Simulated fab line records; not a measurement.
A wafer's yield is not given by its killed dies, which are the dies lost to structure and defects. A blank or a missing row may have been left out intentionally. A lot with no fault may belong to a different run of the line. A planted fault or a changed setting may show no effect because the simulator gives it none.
fab line records + flow ritCmos
record
- lots=13
- wafers=39
- lastDay=7
route steps=202 shown SILICIDE@162
lots that met no fault: taken from a fault-free run of the same line
startH: the number of hours between the record's first day and the start of the first shown wafer of the lot + waitH: hours since the lot's step before + " repeats the value in the row above + L1.1+2: a single row standing in for several wafers + - value missing, or start not given + * or withheld: withheld + < > ~ a bound
route shown NAME@n: names a module that has steps shown in the file, with the first one's number in the route + usual: mean/standard deviation taken from wafers without a fault + same: alike in all rows + chamber/n: place in a boat + sites: the reading at each site + _std_site: the values' standard deviation + _edge_site: mean of outer sites minus mean of inner sites + radiusMm: how far each site lies from the wafer's centre + mask NAME#n: copy n + behind: the last tool/chamber to shape the wafer + hold: reason for holding the lot/hours on hold/outcome of the hold + device: the transistor (n, p or np) that didn't switch + end of line: the same wafers' tests at the end of the route + step lacking rows: just its recipe + killed: at the first sort, the dies lost to defects and structure; wafer yield is something else + map: a wafer's dies, x killed, . not, _ none there
set.NAME: the setting that was run; set.NAME@STEP: the one run at that earlier step + model.NAME: the simulator's own value behind a step, which no gauge read
route steps across a sampled set of lots; one table per step, one row per wafer
services: from which hour (startH, from the record's first day; less than 0 if before it) a tool's chamber was out of use, for how many hours, and why
## steps
# step RIT_SILICIDE_SPUTTER_01
# recipe
- material=Ti
- targetThkNm=30
- powerW=350
- chamberPressurePa=0.667
- gas=Ar
- timeS=240
- substrateTempC=25
# usual
- throttleValvePct=29.9/1.4
| lot.wafer | tool          | chamber | startH | waitH | throttleValvePct |
|-----------|---------------|---------|--------|-------|------------------|
| L470.2    | pvdSputter-01 | -       | 68.56  | 0.0   | 28.3             |
| L470.5    | "             | -       | "      | "     | 29.4             |
| L470.6    | "             | -       | "      | "     | 28.8             |
| L471.2    | pvdSputter-01 | -       | 75.21  | 0.0   | 28.7             |
| L471.3    | "             | -       | "      | "     | 28.1             |
| L471.6    | "             | -       | "      | "     | 32.4             |
| L472.4    | pvdSputter-02 | -       | 93.20  | 0.0   | 31.0             |
| L472.5    | "             | -       | "      | "     | 31.3             |
| L472.6    | "             | -       | "      | "     | 30.2             |
| L473.3    | pvdSputter-01 | -       | 93.31  | 0.0   | 29.5             |
| L473.4    | "             | -       | "      | "     | 28.5             |
| L473.6    | "             | -       | "      | "     | 28.6             |
| L481.1    | pvdSputter-04 | -       | 129.62 | 0.0   | 28.6             |
| L481.5    | "             | -       | "      | "     | 28.4             |
| L481.6    | "             | -       | "      | "     | 30.0             |
| L482.1    | pvdSputter-04 | -       | 138.57 | 0.0   | 29.6             |
| L482.4    | "             | -       | "      | "     | 28.4             |
| L482.6    | "             | -       | "      | "     | 29.8             |
| L486.2    | pvdSputter-04 | -       | 147.72 | 0.0   | 30.0             |
| L486.3    | "             | -       | "      | "     | 30.0             |
| L486.6    | "             | -       | "      | "     | 29.7             |
| L488.3    | pvdSputter-04 | -       | 151.71 | 0.0   | 29.8             |
| L488.4    | "             | -       | "      | "     | 28.7             |
| L488.6    | "             | -       | "      | "     | 28.6             |
| L489.3    | pvdSputter-01 | -       | 156.07 | 0.0   | 27.8             |
| L489.4    | "             | -       | "      | "     | 32.4             |
| L489.5    | "             | -       | "      | "     | 32.3             |
| L490.4    | pvdSputter-04 | -       | 160.52 | 0.0   | 29.8             |
| L490.5    | "             | -       | "      | "     | 28.4             |
| L490.6    | "             | -       | "      | "     | 30.2             |
| L491.1    | pvdSputter-02 | -       | 161.68 | 0.0   | 31.0             |
| L491.3    | "             | -       | "      | "     | 31.4             |
| L491.6    | "             | -       | "      | "     | 31.4             |
| L492.3    | pvdSputter-01 | -       | 167.94 | 0.0   | 28.1             |
| L492.5    | "             | -       | "      | "     | 28.1             |
| L492.6    | "             | -       | "      | "     | 28.3             |
| L493.1    | pvdSputter-02 | -       | 170.49 | 0.0   | 30.1             |
| L493.2    | "             | -       | "      | "     | 31.3             |
| L493.3    | "             | -       | "      | "     | 30.9             |
# step RIT_SILICIDE_RS_MEAS_02
# recipe
- thkMeasGauge=four-point-probe
- reads=Ti_of_SILICIDE_SPUTTER_01
# usual
- SILICIDE_TI_RS=47.8/0.93
| lot.wafer | tool         | chamber | startH | waitH | SILICIDE_TI_RS[ohm/sq] |
|-----------|--------------|---------|--------|-------|------------------------|
| L470.2    | filmMetro-04 | -       | 68.73  | 0.1   | 48.0                   |
| L470.5    | "            | -       | "      | "     | 49.0                   |
| L470.6    | "            | -       | "      | "     | 48.7                   |
| L471.2    | filmMetro-04 | -       | 75.38  | 0.1   | 48.1                   |
| L471.3    | "            | -       | "      | "     | 47.6                   |
| L471.6    | "            | -       | "      | "     | 46.3                   |
| L472.4    | filmMetro-04 | -       | 93.41  | 0.1   | 49.4                   |
| L472.5    | "            | -       | "      | "     | 48.0                   |
| L472.6    | "            | -       | "      | "     | 47.2                   |
| L473.3    | filmMetro-03 | -       | 93.50  | 0.1   | 40.3                   |
| L473.4    | "            | -       | "      | "     | 48.4                   |
| L473.6    | "            | -       | "      | "     | 48.3                   |
| L481.1    | filmMetro-04 | -       | 129.77 | 0.1   | 47.9                   |
| L481.5    | "            | -       | "      | "     | 47.4                   |
| L481.6    | "            | -       | "      | "     | 49.6                   |
| L482.1    | filmMetro-03 | -       | 138.73 | 0.1   | 48.6                   |
| L482.4    | "            | -       | "      | "     | 47.0                   |
| L482.6    | "            | -       | "      | "     | 48.7                   |
| L486.2    | filmMetro-03 | -       | 147.89 | 0.1   | 48.3                   |
| L486.3    | "            | -       | "      | "     | 49.3                   |
| L486.6    | "            | -       | "      | "     | 48.9                   |
| L488.3    | filmMetro-01 | -       | 151.90 | 0.1   | 49.1                   |
| L488.4    | "            | -       | "      | "     | 47.0                   |
| L488.6    | "            | -       | "      | "     | 47.7                   |
| L489.3    | filmMetro-04 | -       | 156.26 | 0.1   | 48.1                   |
| L489.4    | "            | -       | "      | "     | 46.2                   |
| L489.5    | "            | -       | "      | "     | 47.0                   |
| L490.4    | filmMetro-04 | -       | 160.73 | 0.1   | 48.3                   |
| L490.5    | "            | -       | "      | "     | 46.6                   |
| L490.6    | "            | -       | "      | "     | 47.6                   |
| L491.1    | filmMetro-04 | -       | 161.83 | 0.1   | 47.9                   |
| L491.3    | "            | -       | "      | "     | 46.8                   |
| L491.6    | "            | -       | "      | "     | 47.0                   |
| L492.3    | filmMetro-04 | -       | 168.13 | 0.1   | 48.0                   |
| L492.5    | "            | -       | "      | "     | 47.6                   |
| L492.6    | "            | -       | "      | "     | 47.7                   |
| L493.1    | filmMetro-04 | -       | 170.64 | 0.1   | 46.2                   |
| L493.2    | "            | -       | "      | "     | 46.0                   |
| L493.3    | "            | -       | "      | "     | 47.2                   |
# step RIT_SILICIDE_THK_MEAS_03
# recipe
- thkMeasGauge=xrf
- reads=Ti_of_SILICIDE_SPUTTER_01
# usual
- SILICIDE_TI_THK=30.0/0.48
| lot.wafer | tool         | chamber | startH | waitH | SILICIDE_TI_THK[nm] |
|-----------|--------------|---------|--------|-------|---------------------|
| L470.2    | filmMetro-04 | -       | 68.84  | 0.1   | 29.8                |
| L470.5    | "            | -       | "      | "     | 29.5                |
| L470.6    | "            | -       | "      | "     | 29.4                |
| L471.2    | filmMetro-04 | -       | 75.49  | 0.1   | 29.8                |
| L471.3    | "            | -       | "      | "     | 30.2                |
| L471.6    | "            | -       | "      | "     | 30.9                |
| L472.4    | filmMetro-04 | -       | 93.50  | 0.1   | 29.4                |
| L472.5    | "            | -       | "      | "     | 30.0                |
| L472.6    | "            | -       | "      | "     | 30.5                |
| L473.3    | filmMetro-03 | -       | 93.60  | 0.1   | 34.6                |
| L473.4    | "            | -       | "      | "     | 29.8                |
| L473.6    | "            | -       | "      | "     | 29.8                |
| L481.1    | filmMetro-04 | -       | 129.89 | 0.1   | 29.9                |
| L481.5    | "            | -       | "      | "     | 30.2                |
| L481.6    | "            | -       | "      | "     | 29.0                |
| L482.1    | filmMetro-03 | -       | 138.85 | 0.1   | 29.7                |
| L482.4    | "            | -       | "      | "     | 30.5                |
| L482.6    | "            | -       | "      | "     | 29.7                |
| L486.2    | filmMetro-03 | -       | 148.00 | 0.1   | 29.6                |
| L486.3    | "            | -       | "      | "     | 29.2                |
| L486.6    | "            | -       | "      | "     | 29.3                |
| L488.3    | filmMetro-01 | -       | 152.00 | 0.1   | 29.6                |
| L488.4    | "            | -       | "      | "     | 30.7                |
| L488.6    | "            | -       | "      | "     | 30.0                |
| L489.3    | filmMetro-04 | -       | 156.36 | 0.1   | 29.9                |
| L489.4    | "            | -       | "      | "     | 30.7                |
| L489.5    | "            | -       | "      | "     | 30.5                |
| L490.4    | filmMetro-04 | -       | 160.82 | 0.1   | 29.8                |
| L490.5    | "            | -       | "      | "     | 30.6                |
| L490.6    | "            | -       | "      | "     | 30.2                |
| L491.1    | filmMetro-04 | -       | 161.95 | 0.1   | 30.0                |
| L491.3    | "            | -       | "      | "     | 30.4                |
| L491.6    | "            | -       | "      | "     | 30.3                |
| L492.3    | filmMetro-04 | -       | 168.23 | 0.1   | 29.9                |
| L492.5    | "            | -       | "      | "     | 29.9                |
| L492.6    | "            | -       | "      | "     | 30.1                |
| L493.1    | filmMetro-04 | -       | 170.76 | 0.1   | 30.8                |
| L493.2    | "            | -       | "      | "     | 30.9                |
| L493.3    | "            | -       | "      | "     | 30.4                |
## services
| tool          | chamber | startH | hours | kind   |
|---------------|---------|--------|-------|--------|
| pvdSputter-01 | -       | 49.94  | 3.9   | repair |
| pvdSputter-02 | -       | 102.47 | 2.1   | repair |
| pvdSputter-02 | -       | 112.11 | 2.4   | repair |
| pvdSputter-01 | -       | 130.93 | 2.0   | repair |
| pvdSputter-01 | -       | 133.63 | 0.8   | repair |
## key
firstSign
- step=RIT_SILICIDE_RS_MEAS_02
- reading=SILICIDE_TI_RS
- direction=down
- sigmas=8.1
- usual=47.8
- struck=40.3
effect
- step=RIT_SILICIDE_THK_MEAS_03
- reading=SILICIDE_TI_THK
- direction=up
- sigmas=9.6
- usual=30.0
- struck=34.6
metAt RIT_SILICIDE_SPUTTER_01
struckLots L473
struckWafers L473.3
testerLeftOut L473
onsetBetween 68.56 93.31
fault
- kind=processParameterDrift
- tool=pvdSputter-01
- chamber=-
- onsetH=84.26
- steps=RIT_SILICIDE_SPUTTER_01
- channel=targetThkNm
- offset=5.2031
- shape=step
- endH=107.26
- stated=30
- scope=struckWafersOnly
# testerLeftOut: of these lots the tester's yield and bins aren't shown, on N5 and GAA mostly nor the transistor test; their killed dies are dies lost to structure and defects alone, not to doping, threshold or leakage, so they don't give the yield
